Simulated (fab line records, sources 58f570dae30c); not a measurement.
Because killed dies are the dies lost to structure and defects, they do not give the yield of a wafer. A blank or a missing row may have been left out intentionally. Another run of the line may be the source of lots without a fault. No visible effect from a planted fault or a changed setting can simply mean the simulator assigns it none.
Which tool was responsible?    flow berkeley-cmos170    45 wafers from 15 lots sampled at 6 of the route's 331 steps

WHAT THE GAUGES READ, wafer by wafer
UCB170_NWELL_THK_MEAS_05. Usual: NWELL_NITRIDE_THK typically reads 225.7 nm, with standard deviation 2.1.
lot   measured     on             NWELL_NITRIDE_THK (nm)  flag
L985  day 2 14:59  film-metro-01  225.3 225.6 226.3       
L986  day 2 14:58  film-metro-02  226.9 230.0 228.6       
L987  day 2 14:59  film-metro-03  223.2 222.8 222.7       
L989  day 3 01:29  film-metro-03  225.7 226.1 223.8       
L990  day 3 06:39  film-metro-02  228.0 226.1 228.0       
L995  day 4 06:04  film-metro-01  407.3 406.5 407.9       OFF
L997  day 4 18:41  film-metro-01  405.9 406.2 408.1       OFF
L998  day 4 18:41  film-metro-03  406.3 406.4 405.8       OFF
L100  day 5 08:05  film-metro-01  225.5 224.6 225.7       
L101  day 5 08:08  film-metro-01  225.9 226.1 226.9       
L104  day 6 09:58  film-metro-03  224.6 227.2 228.5       
L105  day 6 09:58  film-metro-02  223.9 223.9 222.6       
L106  day 6 22:28  film-metro-03  223.1 222.9 222.6       
L107  day 6 22:26  film-metro-01  221.1 223.7 222.6       
L108  day 7 07:58  film-metro-03  224.8 225.4 225.5       

UCB170_PSD_OVL_MEAS_07. Usual: PSD_OVL typically reads 1 nm, with standard deviation 5.1.
lot   measured      on          PSD_OVL (nm)  flag
L985  day 6 20:02   overlay-01  1 -1 1        
L986  day 6 19:50   overlay-01  6 1 7         
L987  day 6 19:36   overlay-01  -7 -3 -4      
L989  day 7 09:58   overlay-02  3 -6 -1       
L990  day 7 10:16   overlay-01  7 6 2         
L100  day 9 16:18   overlay-01  -1 1 -8       
L101  day 9 15:11   overlay-01  2 2 2         
L104  day 11 10:27  overlay-02  -8 -1 1       
L105  day 10 12:08  overlay-02  8 -3 4        
L106  day 11 10:20  overlay-01  1 2 4         
L107  day 11 10:34  overlay-01  5 5 13        
L108  day 11 16:03  overlay-01  -4 2 -1       

UCB170_V1_CD_MEAS_90 targets a cd of 700 nm. Usual: cd-nm 700.1 nm, standard deviation 1.7.
lot   measured      on         cd-nm (nm)         flag
L985  day 7 14:27   cd-sem-02  701.2 702.4 700.8  
L986  day 7 14:02   cd-sem-02  700.5 698.9 703.5  
L987  day 7 14:14   cd-sem-01  699.6 697.0 697.1  
L989  day 8 06:22   cd-sem-01  698.2 698.9 698.6  
L990  day 8 06:38   cd-sem-02  701.8 702.2 700.2  
L100  day 10 12:01  cd-sem-02  702.8 701.9 700.9  
L101  day 10 12:17  cd-sem-01  699.6 698.9 699.1  
L104  day 12 08:24  cd-sem-01  700.6 700.2 700.4  
L105  day 11 06:32  cd-sem-02  697.6 699.1 697.2  
L106  day 12 08:07  cd-sem-01  697.6 697.6 698.9  
L107  day 12 08:08  cd-sem-02  699.0 700.2 699.1  
L108  day 12 08:20  cd-sem-02  698.8 702.2 701.0  

WHICH TOOL RAN EACH LOT (tool, then ch and the chambers of the sampled wafers, then the start)
lot   UCB170_NWELL_CVD_04         UCB170_NWELL_ETCH_13               UCB170_NSD_STRIP_09
L985  lpcvd-01 ch 1, day 2 13:02  rie-diel-04 ch 1,2, day 2 16:50    plasma-asher-02 ch 1, day 6 22:13
L986  lpcvd-01 ch 0, day 2 13:02  rie-diel-01 ch 1,2,3, day 2 16:33  plasma-asher-04 ch 0,1, day 6 21:56
L987  lpcvd-01 ch 0, day 2 13:02  rie-diel-03 ch 2,3, day 2 15:59    plasma-asher-02 ch 0,1, day 6 21:49
L989  lpcvd-02 ch 1, day 2 23:33  rie-diel-01 ch 1,3, day 3 03:03    plasma-asher-04 ch 0,1, day 7 11:44
L990  lpcvd-02 ch 1, day 3 04:42  rie-diel-04 ch 0,1,3, day 3 07:34  plasma-asher-02 ch 0,1, day 7 12:05
L995  lpcvd-02 ch 1, day 4 04:07  rie-diel-01 ch 1,2,3, day 4 07:10  -
L997  lpcvd-02 ch 1, day 4 16:45  rie-diel-03 ch 1,2,3, day 4 19:53  -
L998  lpcvd-02 ch 1, day 4 16:45  rie-diel-04 ch 0,1,2, day 4 19:37  -
L100  lpcvd-01 ch 0, day 5 06:08  rie-diel-03 ch 0,1, day 5 09:17    plasma-asher-01 ch 0,1, day 9 18:29
L101  lpcvd-01 ch 0, day 5 06:08  rie-diel-01 ch 0,1,2, day 5 09:34  plasma-asher-01 ch 0,1, day 9 17:56
L104  lpcvd-01 ch 0, day 6 08:02  rie-diel-01 ch 1,2, day 6 11:35    plasma-asher-04 ch 1, day 11 12:51
L105  lpcvd-01 ch 0, day 6 08:02  rie-diel-04 ch 0,3, day 6 11:52    plasma-asher-02 ch 0,1, day 10 15:05
L106  lpcvd-01 ch 0, day 6 20:29  rie-diel-01 ch 1,2,3, day 6 23:48  plasma-asher-04 ch 0,1, day 11 12:29
L107  lpcvd-01 ch 0, day 6 20:29  rie-diel-04 ch 0,1, day 6 23:42    plasma-asher-01 ch 0,1, day 11 12:43
L108  lpcvd-01 ch 1, day 7 06:02  rie-diel-04 ch 0,1,2, day 7 10:38  plasma-asher-04 ch 0,1, day 11 17:52
- UCB170_NWELL_CVD_04: deposits Si3N4 from SiH2Cl2/NH3, target thk 224 nm, time 3360 s.
- UCB170_NWELL_ETCH_13: etches Si3N4 in CH3F/Ar/O2, stops on SiO2, target depth 246.4 nm, time 154 s.
- UCB170_NSD_STRIP_09: strips in O2.

AS READ BY THE TOOLS THEMSELVES (means over the sampled wafers that have a number; for cases with no such wafer, the mark the record gives instead)
UCB170_NWELL_CVD_04. Usual: spike-tc-load-C 824.9 C, standard deviation 2.4; spike-tc-source-C 822 C, standard deviation 4.8; susceptor-temp-C 800.0 C, standard deviation 0.33.
lot   tool      spike-tc-load-C (C)  spike-tc-source-C (C)  susceptor-temp-C (C)  flag
L985  lpcvd-01  824.5                821                    800.3                 
L986  lpcvd-01  822.3                817                    799.7                 
L987  lpcvd-01  822.7                817                    800.1                 
L989  lpcvd-02  826.3                827                    800.1                 
L990  lpcvd-02  827.7                827                    800.1                 
L995  lpcvd-02  826.7                826                    800.1                 
L997  lpcvd-02  827.3                826                    799.9                 
L998  lpcvd-02  826.8                826                    799.8                 
L100  lpcvd-01  823.0                817                    799.6                 
L101  lpcvd-01  822.1                816                    800.1                 
L104  lpcvd-01  822.8                816                    799.7                 
L105  lpcvd-01  822.0                816                    799.9                 
L106  lpcvd-01  822.0                817                    800.4                 
L107  lpcvd-01  822.0                817                    800.0                 
L108  lpcvd-01  824.0                821                    800.1                 

UCB170_NWELL_ETCH_13. Usual: drypump-motor-current-A 5.8 A, standard deviation 0.34; oes-product-au 0.951 a.u., standard deviation 0.014; throttle-valve-pct 8.06 %, standard deviation 0.13.
lot   tool         drypump-motor-current-A (A)  oes-product-au (a.u.)  throttle-valve-pct (%)  flag
L985  rie-diel-04  6.0                          0.957                  8.03                    
L986  rie-diel-01  5.7                          0.946                  8.02                    
L987  rie-diel-03  5.4                          0.956                  7.97                    
L989  rie-diel-01  5.7                          0.939                  7.99                    
L990  rie-diel-04  5.8                          0.960                  8.08                    
L995  rie-diel-01  5.7                          1.009                  8.03                    OFF
L997  rie-diel-03  5.7                          1.023                  8.06                    OFF
L998  rie-diel-04  5.9                          1.006                  8.01                    OFF
L100  rie-diel-03  6.0                          0.943                  8.30                    
L101  rie-diel-01  5.8                          0.946                  8.04                    
L104  rie-diel-01  5.7                          0.936                  8.03                    
L105  rie-diel-04  5.7                          0.939                  8.16                    
L106  rie-diel-01  5.7                          0.931                  8.01                    
L107  rie-diel-04  5.7                          0.946                  7.95                    
L108  rie-diel-04  6.0                          0.951                  8.00                    

UCB170_NSD_STRIP_09. Usual: drypump-motor-current-A 5.9 A, standard deviation 0.43; oes-product-au 0.531 a.u., standard deviation 0.0049; strip-time-to-endpoint-s 36.22 s, standard deviation 0.078.
lot   tool             drypump-motor-current-A (A)  oes-product-au (a.u.)  strip-time-to-endpoint-s (s)  flag
L985  plasma-asher-02  5.6                          0.531                  36.04                         
L986  plasma-asher-04  5.9                          0.530                  36.35                         
L987  plasma-asher-02  5.8                          0.533                  36.15                         
L989  plasma-asher-04  6.2                          0.529                  36.28                         
L990  plasma-asher-02  5.7                          0.527                  36.18                         
L100  plasma-asher-01  5.6                          0.529                  36.21                         
L101  plasma-asher-01  5.5                          0.531                  36.15                         
L104  plasma-asher-04  5.5                          0.530                  36.23                         
L105  plasma-asher-02  5.7                          0.533                  36.17                         
L106  plasma-asher-04  6.3                          0.532                  36.20                         
L107  plasma-asher-01  5.5                          0.531                  36.31                         
L108  plasma-asher-04  5.9                          0.534                  36.19                         

THE ANSWER, worked out from the rows above alone
Rule: a lot is off if the mean of its wafers that have a number lies more than 3 standard deviations from the usual mean. A lot without any number at a reading at which 4 lots or more have one is off too. The other lots that the step has rows for count as sound. Order of review: gauges by route order, followed by the tools' own readings, for which a lot's mean as printed above is used. At the first step where some lot is off, the reading lying furthest off is the one used; lots without a number count as furthest.
Off: at UCB170_NWELL_THK_MEAS_05 (NWELL_NITRIDE_THK), L995, L997, L998.
If a tool, at a process step before that reading, ran all the lots that are off and no sound lot after the first of them, it fits. The gauges at UCB170_NWELL_THK_MEAS_05 aren't tried: what is off there is off at UCB170_NWELL_ETCH_13 too, on other tools, and a gauge's error can't cause that. One candidate fits, namely lpcvd-02 at UCB170_NWELL_CVD_04. Its last sound lot is L990 (day 3 04:42), its first lot that is off L995 (day 4 04:07): a fault that began between those two fits.

WHAT THE SIMULATOR HAD PUT IN
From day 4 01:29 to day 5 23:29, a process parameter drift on lpcvd-02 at UCB170_NWELL_CVD_04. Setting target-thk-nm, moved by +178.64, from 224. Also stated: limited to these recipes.
Shown lots that were struck: L995, L997, L998. Same finding as the rule above.
